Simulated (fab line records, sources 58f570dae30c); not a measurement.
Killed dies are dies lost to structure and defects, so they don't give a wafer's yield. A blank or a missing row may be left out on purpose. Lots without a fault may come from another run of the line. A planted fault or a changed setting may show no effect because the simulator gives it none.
Split-lot experiment | flow berkeley_cmos170 | 5 lots, 23 wafers read, on a route of 331 steps

THE SPLIT
At UCB170_V2_EXPOSE_09 (exposes mask VIA2, target cd 700 nm), the setting dose_mj was moved away from the recipe's 37 on 12 of the 23 wafers read, by -6.8% to +6.1%. The other wafers ran this setting at the recipe's value.

FROM THE SPLIT TO THE READING: what the file shows between them, 5 steps
- UCB170_V2_PEB_10
- UCB170_V2_DEVELOP_11: develop time 45 s
- UCB170_V2_CD_MEAS_12: target cd 700 nm
- UCB170_V2_ETCH_14: etches SiO2 in CHF3/CF4/Ar, stops on Al, target depth 1250 nm, time 291 s
- UCB170_V2_STRIP_15: strips in O2

THE READING
cd_nm, in nm, at UCB170_V2_CD_MEAS_90 (target cd 700 nm). Fault-free wafers of this fab line usually give 700.2 nm, standard deviation 1.4 nm.

wafer  | tool, chamber at the split | dose_mj as run | against the recipe | cd_nm, nm | against lot-mates on the recipe
L074.1 | krf_scanner-02, 0          | 39.27          | +6.1%              | 711.3     | +9.4
L074.2 | krf_scanner-02, 0          | 39.27          | +6.1%              | 711.3     | +9.4
L074.4 | krf_scanner-02, 0          | 37             | recipe             | 702.1     | -
L074.5 | krf_scanner-02, 0          | 37             | recipe             | 701.7     | -
L074.6 | krf_scanner-02, 0          | 39.27          | +6.1%              | 711.8     | +9.9
L075.1 | krf_scanner-01, 0          | 37             | recipe             | 699.6     | -
L075.2 | krf_scanner-01, 0          | 37             | recipe             | 699.9     | -
L075.3 | krf_scanner-01, 0          | 37             | recipe             | 697.8     | -
L081.1 | krf_scanner-01, 0          | 37             | recipe             | 697.3     | -
L081.2 | krf_scanner-01, 0          | 38.73          | +4.7%              | 706.1     | +7.8
L081.4 | krf_scanner-01, 0          | 38.73          | +4.7%              | 706.5     | +8.2
L081.5 | krf_scanner-01, 0          | 38.73          | +4.7%              | 706.7     | +8.4
L081.6 | krf_scanner-01, 0          | 37             | recipe             | 699.3     | -
L080.1 | krf_scanner-01, 0          | 34.5           | -6.8%              | 689.0     | -13.2
L080.2 | krf_scanner-01, 0          | 37             | recipe             | 701.9     | -
L080.3 | krf_scanner-01, 0          | 34.5           | -6.8%              | 689.2     | -13.0
L080.4 | krf_scanner-01, 0          | 37             | recipe             | 702.6     | -
L080.5 | krf_scanner-01, 0          | 34.5           | -6.8%              | 689.2     | -13.0
L082.1 | krf_scanner-01, 0          | 37             | recipe             | 698.1     | -
L082.2 | krf_scanner-01, 0          | 37.79          | +2.1%              | 703.6     | +4.9
L082.3 | krf_scanner-01, 0          | 37.79          | +2.1%              | 703.0     | +4.3
L082.4 | krf_scanner-01, 0          | 37.79          | +2.1%              | 702.4     | +3.7
L082.6 | krf_scanner-01, 0          | 37             | recipe             | 699.2     | -

THE FIT
A straight line over all 23 wafers: cd_nm changes by +1.65 nm for each +1% of dose_mj; r = +0.97; the points scatter about the line by 1.5 nm.
The same after taking each lot's own level away (the mean of its wafers on the recipe; 23 wafers): +1.79 nm for each +1%; r = +0.99; scatter 0.84 nm.
On that fit, the largest move of dose_mj shifts the reading by 12 nm.
The lots' own levels span 698.30 to 702.25 nm, that is 2.8 times the standard deviation above.
So the lot-to-lot level changes the slope little: the two slopes agree.
Check: with one of the wafers moved furthest among these (-6.8%) left out of the fit, the line predicts -12.1 nm for it against its lot-mates. It came out at -13.2 nm against them.

OTHER SPLITS ON THESE WAFERS
These wafers also went through other splits before the reading. Each is held against what the fit with the lots' levels taken away leaves over:
other split on the same wafers | wafers away from the commonest value | r with cd_nm (lot level and that fit taken away)
UCB170_M1_PEB_07 peb_temp_c    | 7                                    | -0.14
UCB170_V1_CVD_00 time_s        | 7                                    | -0.04
UCB170_V1_PEB_10 peb_temp_c    | 6                                    | -0.37
UCB170_M2_SPUTTER_01 time_s    | 7                                    | -0.17

THE WHOLE CHAIN: every reading that the file lists as answering this split, in the file's order
step                 | what it does                                                              | reading                                                   | change (the file's fit)              | r (the file's)
UCB170_V2_CD_MEAS_12 | target cd 700 nm                                                          | cd_nm                                                     | +1.79 nm for each +1% of the setting | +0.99
UCB170_V2_ETCH_14    | etches SiO2 in CHF3/CF4/Ar, stops on Al, target depth 1250 nm, time 291 s | V2.cd_nm (the simulator's own value, which no gauge read) | +1.79 nm for each +1% of the setting | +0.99
UCB170_V2_CD_MEAS_90 | target cd 700 nm                                                          | cd_nm                                                     | +1.77 nm for each +1% of the setting | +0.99

THE FILE'S OWN FIT
cd_nm changes by +1.77 nm for each +1% of dose_mj, r = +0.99.
